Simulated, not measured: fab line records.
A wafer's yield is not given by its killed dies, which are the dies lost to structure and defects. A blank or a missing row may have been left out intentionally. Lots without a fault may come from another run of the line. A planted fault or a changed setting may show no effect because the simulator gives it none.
Struck lot and sound lot, side by side	flow rit cmos	15 out of 202 route steps
Sound: wafers L711.2, L711.5, L711.6. Struck: wafers L720.3, L720.4, L720.6. The cause is named last.
Per side, at each step with rows, come the tool, then ch with its chambers, and then its first start. Under that, the readings that differ: sound wafers	struck wafers	difference of the means	sigmas: that difference in standard deviations of wafers without a fault.
alike: a reading whose means differ by less than 2 such deviations, as well as words and numbers matching on both sides. not compared: withheld readings; readings where some wafer has no value; bounds like >300 that might hide an equal value; numbers whose values overlap and for which the record gives no deviation.
Wherever a step has rows on one side only, a row that says differs or no value, or a row with sigmas, the two part there. When numbers do not overlap yet have no deviation, they are printed without sigmas and do not part them. A reading that every wafer of one side lacks parts them only if that side has two wafers or more.

RIT_GATE_THK_MEAS_07:
  sound on film metro-01 at day 4 11:18; struck on film metro-04 at day 6 11:11
  alike: GATE_OXIDE_THK
then, 1 step without rows for these wafers: RIT_GATE_CVD_08 (deposits poly-Si from SiH4, target thk 250 nm, time 2220 s).
RIT_GATE_THK_MEAS_09:
  sound on film metro-03 at day 4 12:59; struck on film metro-04 at day 6 12:52
  alike: GATE_POLY_THK
then, 6 steps without rows for these wafers: RIT_GATE_HMDS_10 (prime time 60 s); RIT_GATE_COAT_11 (resist thk 850 nm); RIT_GATE_SOFTBAKE_12 (time 60 s); RIT_GATE_EXPOSE_13 (exposes mask M6, target cd 150 nm); RIT_GATE_PEB_14; RIT_GATE_DEVELOP_15 (develop time 50 s).
RIT_GATE_CD_MEAS_16: the cd target is 150 nm.
  sound on cd sem-02 at day 4 14:02; struck on cd sem-01 at day 6 13:55
  alike: cd nm
RIT_GATE_OVL_MEAS_17:
  sound on overlay-02 at day 4 14:08; struck on overlay-02 at day 6 14:01
  alike: GATE_OVL
then, 1 step without rows for these wafers: RIT_GATE_HARDBAKE_18 (time 60 s).
RIT_GATE_ETCH_19: etches poly-Si in SF6/CHF3/O2, stops on SiO2, time 165 s, target depth 312.5 nm.
  sound on rie si-01 ch 2,3, day 4 14:19; struck on rie si-02 ch 1,2,3, day 6 14:11
reading	sound	struck	difference	sigmas
rf fwd power W (W)	159.1 159.4 159.6	133.1 134.0 133.9	-25.7	-48
model.NOVOLAK_of_GATE_COAT_11.thk nm (nm)	670.8 670.2 669.4	676.1 675.3 675.7	+5.6	
  alike: drypump motor current A, oes product au, throttle valve pct
  not compared: rf hours counter h
RIT_GATE_STRIP_20: strips in O2, time 180 s.
  sound on plasma asher-03 ch 0,1, day 4 14:25; struck on plasma asher-04 ch 0,1, day 6 14:21
  alike: drypump motor current A
  not compared: rf hours counter h
RIT_M1_PROBE_99:
  sound on prober-01 at day 5 11:11; struck on prober-02 at day 7 10:53
reading	sound	struck	difference	sigmas
killed at front end	8 9 7	67 7 3	+18	+6
killed dies	8 9 7	67 7 3	+18	+6
killed on rim	4 3 1	16 2 1	+4	+3
  alike: killed at contacts, killed open, killed short

== WHERE THEY PART ==
At RIT_GATE_ETCH_19 first; at RIT_M1_PROBE_99 last (within this record only).

WHY: the cause the simulator had injected
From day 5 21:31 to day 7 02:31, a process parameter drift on rie si-02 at RIT_GATE_ETCH_19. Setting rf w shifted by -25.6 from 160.
